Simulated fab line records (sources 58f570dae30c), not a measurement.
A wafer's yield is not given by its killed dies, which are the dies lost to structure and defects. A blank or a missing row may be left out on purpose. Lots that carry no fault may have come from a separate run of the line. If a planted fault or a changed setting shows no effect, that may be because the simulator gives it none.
Struck lot and sound lot, side by side | flow berkeley_cmos170 | 26 steps out of a route of 331
Sound: the wafers L676.3, L676.5, L676.6. Wafers L681.2, L681.3, L681.4 were the ones struck. At the end, the cause is stated.
Per side, at each step with rows, come the tool, then ch with its chambers, and then its first start. Under that, the readings that differ: sound wafers | struck wafers | difference of the means | sigmas: that difference in standard deviations of wafers without a fault.
alike: same words and numbers on both sides, and readings whose means sit less than 2 such deviations apart. not compared: any withheld reading, any reading some wafer has no value for, any bound like >300 that may hide the same value, and any number with overlapping values for which the record gives no deviation.
Wherever a step has rows on one side only, a row that says differs or no value, or a row with sigmas, the two part there. Numbers that don't overlap but have no deviation are shown without sigmas and don't part them. A reading that every wafer of one side lacks parts them only if that side has two wafers or more.

first, 2 steps without rows for these wafers: UCB170_SCREENOX_WET_ETCH_00 (etches SiO2 in dHF, time 200 s); UCB170_SCREENOX_OXIDATION_01 (target thk 14.4 nm, ox time 2400 s).
UCB170_SCREENOX_THK_MEAS_02:
  struck on film_metro-03, day 9 00:38; sound on film_metro-01, day 7 08:08
  alike: SCREENOX_OXIDE_THK
then, 7 steps without rows for these wafers: UCB170_SCREENOX_ANNEAL_03 (time 900 s); UCB170_NVT_HMDS_00 (prime time 60 s); UCB170_NVT_COAT_01 (resist thk 900 nm); UCB170_NVT_SOFTBAKE_02 (time 60 s); UCB170_NVT_EXPOSE_03 (exposes mask PWELL, target cd 3000 nm); UCB170_NVT_PEB_04; UCB170_NVT_DEVELOP_05 (develop time 45 s).
UCB170_NVT_OVL_MEAS_06:
  struck on overlay-02, day 9 11:42; sound on overlay-01, day 7 18:29
  reading      | sound      | struck | difference | sigmas
  NVT_OVL (nm) | -16 -18 -7 | 2 9 -3 | +16        | +2
following that, these wafers have no rows for 1 step: UCB170_NVT_IMPLANT_07.
UCB170_NVT_STRIP_08: strips in O2.
  sound on plasma_asher-04 ch 0,1, day 7 18:42; struck on plasma_asher-03 ch 0,1, day 9 11:53
  no value came back on the struck wafers for chamber_pressure_mTorr (mTorr), drypump_motor_current_A (A), oes_product_au (a.u.), strip_time_to_endpoint_s (s); on the sound wafers chamber_pressure_mTorr (mTorr) reads 3504 3513 3497
  reading                              | sound | struck            | difference | sigmas
  model.KrF_of_NVT_COAT_01.thk_nm (nm) | 0 0 0 | 884.4 884.3 886.9 | +885.2     |
  not compared: rf_hours_counter_h
UCB170_NVT_TW_MEAS_09:
  struck on film_metro-04, day 9 11:59; sound on film_metro-04, day 7 18:47
  alike: NVT_TW
then, 7 steps without rows for these wafers: UCB170_NVT_CLEAN_10 (cleans in SPM, time 600 s); UCB170_PVT_HMDS_00 (prime time 60 s); UCB170_PVT_COAT_01 (resist thk 900 nm); UCB170_PVT_SOFTBAKE_02 (time 60 s); UCB170_PVT_EXPOSE_03 (exposes mask NWELL, target cd 3000 nm); UCB170_PVT_PEB_04; UCB170_PVT_DEVELOP_05 (develop time 45 s).
UCB170_PVT_OVL_MEAS_06:
  struck on overlay-01, day 9 13:25; sound on overlay-01, day 7 20:06
  alike: PVT_OVL
following that, these wafers have no rows for 1 step: UCB170_PVT_IMPLANT_07.
UCB170_PVT_STRIP_08: strips in O2.
  sound on plasma_asher-02 ch 0,1, day 7 20:19; struck on plasma_asher-04 ch 0,1, day 9 13:36
  reading                      | sound             | struck            | difference | sigmas
  strip_time_to_endpoint_s (s) | 21.59 21.58 21.64 | 47.72 47.73 47.88 | +26.17     | +99 or more
  alike: chamber_pressure_mTorr, drypump_motor_current_A, oes_product_au
  not compared: rf_hours_counter_h
UCB170_PVT_TW_MEAS_09:
  struck on film_metro-01, day 9 13:43; sound on film_metro-03, day 7 20:24
  reading | sound       | struck   | difference | sigmas
  PVT_TW  | 502 501 501 | 30 30 30 | -471       | -99 or more
then, 1 step without rows for these wafers: UCB170_GATE_WET_ETCH_00 (etches SiO2 in dHF, time 200 s).

WHERE THEY PART
First at UCB170_NVT_OVL_MEAS_06; last, within this record, at UCB170_PVT_TW_MEAS_09.

WHY: whatever the simulator had introduced
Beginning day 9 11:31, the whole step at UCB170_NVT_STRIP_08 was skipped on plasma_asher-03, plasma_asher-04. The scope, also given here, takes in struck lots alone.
